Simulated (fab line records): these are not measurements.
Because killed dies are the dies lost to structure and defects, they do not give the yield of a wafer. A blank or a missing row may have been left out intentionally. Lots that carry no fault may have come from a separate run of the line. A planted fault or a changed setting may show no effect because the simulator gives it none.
Which of the tools did it?    flow rit_cmos    45 wafers from 15 lots sampled at 4 of the route's 202 steps

WHAT THE GAUGES SHOWED, per wafer
RIT_GATE_OVL_MEAS_17.
lot   measured     on          GATE_OVL (nm)
L549  day 3 05:07  overlay-01  -1.3 -5.0 0.0
L550  day 3 09:41  overlay-02  0.6 1.9 -2.3
L551  day 3 13:09  overlay-01  -0.8 0.4 0.9
L558  day 5 04:28  overlay-02  -3.2 -2.0 -1.6
L559  day 5 06:18  overlay-01  0.8 -1.7 0.9
L560  day 5 11:11  overlay-02  0.6 -0.2 -1.0
L561  day 5 18:22  overlay-01  2.5 0.3 1.4
L562  day 5 21:49  overlay-02  1.1 2.8 0.9
L563  day 6 03:01  overlay-02  -1.4 0.2 0.1
L564  day 6 07:34  overlay-01  3.0 -0.2 -0.6
L565  day 6 12:56  overlay-01  -0.3 -1.9 0.0
L566  day 6 17:20  overlay-02  -0.4 -0.6 -0.4
L567  day 6 21:39  overlay-02  -2.6 -0.1 0.8
L568  day 7 03:06  overlay-01  -1.1 -2.6 -2.3
L569  day 7 08:44  overlay-01  0.1 -0.4 -1.1

RIT_NLDD_OVL_MEAS_06.
lot   measured     on          NLDD_OVL (nm)
L549  day 3 09:41  overlay-01  -1.9 -2.2 -0.7
L550  day 3 14:08  overlay-01  0.3 -0.4 0.1
L551  day 3 17:40  overlay-02  -0.1 -1.0 1.1
L558  day 5 08:53  overlay-01  -2.2 -0.3 -1.0
L559  day 5 10:50  overlay-02  -2.7 -1.6 -1.6
L560  day 5 15:51  overlay-01  -1.8 -0.7 -1.6
L561  day 5 23:12  overlay-02  -0.9 -0.6 -1.3
L562  day 6 02:16  overlay-01  -2.5 -0.5 -1.8
L563  day 6 07:34  overlay-02  -2.0 -0.4 -0.1
L564  day 6 12:56  overlay-02  2.6 1.3 2.8
L565  day 6 17:48  overlay-01  -0.3 -0.1 -0.4
L566  day 6 21:53  overlay-02  -2.9 -1.7 0.2
L567  day 7 02:13  overlay-01  -3.7 -5.3 -4.2
L568  day 7 07:56  overlay-01  0.1 -2.2 -1.3
L569  day 7 13:32  overlay-01  -1.2 0.5 0.6

RIT_PSD_OVL_MEAS_06.
lot   measured     on          PSD_OVL (nm)
L549  day 3 17:44  overlay-01  - - -
L550  day 3 21:01  overlay-02  - - -
L551  day 4 00:46  overlay-02  - - -
L558  day 5 17:26  overlay-01  0.9 -0.6 1.0
L559  day 5 19:24  overlay-02  1.3 1.1 2.1
L560  day 5 23:07  overlay-01  0.9 1.2 0.1
L561  day 6 06:08  overlay-02  0.1 -0.8 -1.6
L562  day 6 09:02  overlay-02  0.0 1.1 -0.9
L563  day 6 14:38  overlay-01  -1.9 0.0 -0.1
L564  day 6 19:56  overlay-02  -1.0 -1.6 -0.3
L565  day 7 01:10  overlay-01  -0.1 2.8 0.1
L566  day 7 05:07  overlay-02  1.2 0.9 2.0
L567  day 7 09:25  overlay-02  3.8 1.3 0.3
L568  day 7 14:56  overlay-02  -1.0 -2.1 -2.9
L569  day 7 20:28  overlay-01  -0.4 -0.5 1.0

EACH LOT AND THE TOOL THAT RAN IT (in order: tool; ch and the chambers of the sampled wafers; start)
lot   RIT_PSD_EXPOSE_03
L549  iline_stepper-02, day 3 17:11
L550  iline_stepper-02, day 3 20:37
L551  iline_stepper-02, day 4 00:23
L558  iline_stepper-02 ch 0, day 5 17:03
L559  iline_stepper-02 ch 0, day 5 19:02
L560  iline_stepper-01 ch 0, day 5 22:45
L561  iline_stepper-01 ch 0, day 6 05:44
L562  iline_stepper-01 ch 0, day 6 08:38
L563  iline_stepper-01 ch 0, day 6 14:14
L564  iline_stepper-01 ch 0, day 6 19:34
L565  iline_stepper-02 ch 0, day 7 00:47
L566  iline_stepper-01 ch 0, day 7 04:43
L567  iline_stepper-02 ch 0, day 7 09:02
L568  iline_stepper-01 ch 0, day 7 14:34
L569  iline_stepper-01 ch 0, day 7 20:04
- RIT_PSD_EXPOSE_03: exposes mask M10, target cd 40900 nm.

AS READ BY THE TOOLS THEMSELVES (means over the sampled wafers that have a number; for cases with no such wafer, the mark the record gives instead)
RIT_PSD_EXPOSE_03.
lot   tool              exposure_dose_mJ_cm2  focus_offset_nm (nm)
L549  iline_stepper-02  -                     -
L550  iline_stepper-02  -                     -
L551  iline_stepper-02  -                     -
L558  iline_stepper-02  249.80                0.6
L559  iline_stepper-02  250.37                0.3
L560  iline_stepper-01  249.58                -0.1
L561  iline_stepper-01  250.35                -0.1
L562  iline_stepper-01  250.16                -0.1
L563  iline_stepper-01  249.76                0.4
L564  iline_stepper-01  249.93                -0.2
L565  iline_stepper-02  250.04                0.3
L566  iline_stepper-01  249.79                0.6
L567  iline_stepper-02  249.98                0.0
L568  iline_stepper-01  250.12                1.1
L569  iline_stepper-01  249.92                -0.4

THE ANSWER, worked out from the rows above alone
Rule: the lots themselves supply what counts as usual. The widest of any qualifying gaps counts: lots, ordered by their means at a reading, are off when they make up no more than a third of the lots, leave a main group of 4 or more, and stand apart from it by 3 or more times the standard deviation of that group's means. A main group is skipped when, at the precision printed for the reading in the tables above, its means are all equal. A lot without any number at a reading at which 4 lots or more have one is off too. The other lots that the step has rows for count as sound. First the gauges in route order, then the tools' own readings, where a lot's mean is used as printed above. The first step at which some lot is off is used, and at that step the reading that is off furthest; a lot without a number counts as furthest.
Off: at RIT_PSD_OVL_MEAS_06 (PSD_OVL), L549, L550, L551. Without a number there: L549, L550, L551. Mean 0.2 nm and standard deviation 1.1 in the main group.
If a tool, at a process step before that reading, ran all the lots that are off and no sound lot after the first of them, it fits. The gauges at RIT_PSD_OVL_MEAS_06 aren't tried: what is off there is off at RIT_PSD_EXPOSE_03 too, on other tools, and a gauge's error can't cause that. None of those tried fits.

WHAT THE SIMULATOR HAD INSERTED
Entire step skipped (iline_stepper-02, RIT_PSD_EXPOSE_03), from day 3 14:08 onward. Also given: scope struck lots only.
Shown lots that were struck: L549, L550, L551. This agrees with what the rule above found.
